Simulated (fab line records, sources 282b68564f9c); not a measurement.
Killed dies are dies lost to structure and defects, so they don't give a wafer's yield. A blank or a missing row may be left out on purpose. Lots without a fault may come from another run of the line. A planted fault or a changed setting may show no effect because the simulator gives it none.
One fault seen from 2 desks | flow rit_cmos | each desk has only its own numbers; what lay behind them comes last

THE METROLOGY DESK
What the gauges read, lot by lot, whatever tool the lot ran on: means of the sampled wafers that have a number. A lot is out of limits, marked OUT, if its mean lies more than 4 standard deviations from the usual mean; the brackets give that distance.
Columns: A = INCOMING_BOW at RIT_ACTIVE_BOW_MEAS_00, usual 0 um; B = PWELL_OVL at RIT_PWELL_OVL_MEAS_06, usual 0.4 nm; C = NRETRO_TW at RIT_NRETRO_TW_MEAS_10, usual 1046; D = REOX_OXIDE_THK at RIT_REOX_THK_MEAS_04, usual 25.1 nm
lot  | first seen here | A  | B    | C             | D
L940 | day 1 10:00     | 6  | -1.2 | 1042          | 25.2
L943 | day 2 01:00     | 4  | 0.9  | 1044          | 25.8
L945 | day 2 11:00     | -4 | 1.3  | 1044          | 24.8
L947 | day 2 21:02     | -3 | 0.2  | 1041          | 25.3
L948 | day 3 02:00     | -7 | 1.4  | 1050          | 24.8
L949 | day 3 07:00     | 10 | 2.2  | 1052          | 25.4
L950 | day 3 12:02     | -3 | 0.7  | 1044          | 25.2
L951 | day 3 17:02     | -2 | 1.5  | 1049          | 25.2
L955 | day 4 13:01     | 6  | 0.5  | 1043          | 25.2
L958 | day 5 04:01     | 7  | -1.3 | 860 (-27) OUT | 25.6
L959 | day 5 09:00     | -3 | -0.2 | 857 (-27) OUT | 25.4
L960 | day 5 14:04     | -2 | -1.5 | 1039          | 24.4
L961 | day 5 19:01     | 0  | 0.2  | 1039          | 25.3
L962 | day 6 00:01     | 5  | -0.5 | 1057          | 24.7
This desk's finding: out of limits on L958, L959; first on L958, day 6 05:50 (NRETRO_TW at RIT_NRETRO_TW_MEAS_10). In limits: L940, L943, L945, L947, L948, L949, L950, L951, L955, L960, L961, L962.

THE TOOL OWNER'S DESK: implanter-04
The tool's own readings at RIT_NRETRO_IMPLANT_08: means of the sampled wafers that have a number, for each lot that ran on this tool. A lot is out of limits, marked OUT, if its mean lies more than 4 standard deviations from the usual mean; the brackets give that distance.
Columns: A = dose_ions_cm2 at RIT_NRETRO_IMPLANT_08, usual 1.0001e+13; B = faraday_current_uA at RIT_NRETRO_IMPLANT_08, usual 31.6
lot  | first seen here | A                            | B
L940 | day 2 07:22     | 9.9860e+12                   | 31.6
L943 | day 2 22:39     | 1.0006e+13                   | 31.9
L947 | day 3 22:52     | 1.0020e+13                   | 31.3
L949 | day 4 09:07     | 1.0013e+13                   | 31.5
L950 | day 4 13:49     | 9.9907e+12                   | 32.0
L951 | day 4 16:44     | 9.9940e+12                   | 31.3
L958 | day 6 05:31     | 5.5020e+12 (-99 or more) OUT | 17.2 (-23) OUT
L959 | day 6 10:20     | 5.5023e+12 (-99 or more) OUT | 17.7 (-22) OUT
L962 | day 18 10:52    | 1.0003e+13                   | 32.5
This desk's finding: out of limits on L958, L959; first on L958, day 6 05:31 (dose_ions_cm2 at RIT_NRETRO_IMPLANT_08). In limits: L940, L943, L947, L949, L950, L951, L962.

PUT TOGETHER
The tool owner's desk could have raised an alarm at day 6 05:31, on L958, L959.
The metrology desk could have raised an alarm at day 6 05:50, on L958, L959.
Of the lots named, all ran RIT_NRETRO_IMPLANT_08 on implanter-04.

WHAT THE SIMULATOR HAD PUT IN
Process parameter drift: implanter-04, from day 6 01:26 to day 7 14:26, at RIT_NRETRO_IMPLANT_08. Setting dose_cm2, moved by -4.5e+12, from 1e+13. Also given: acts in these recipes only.
Lots struck among those shown: L958, L959.
Hours from the fault's start to each desk's first reading out of limits: the tool owner's desk, 4; the metrology desk, 4.
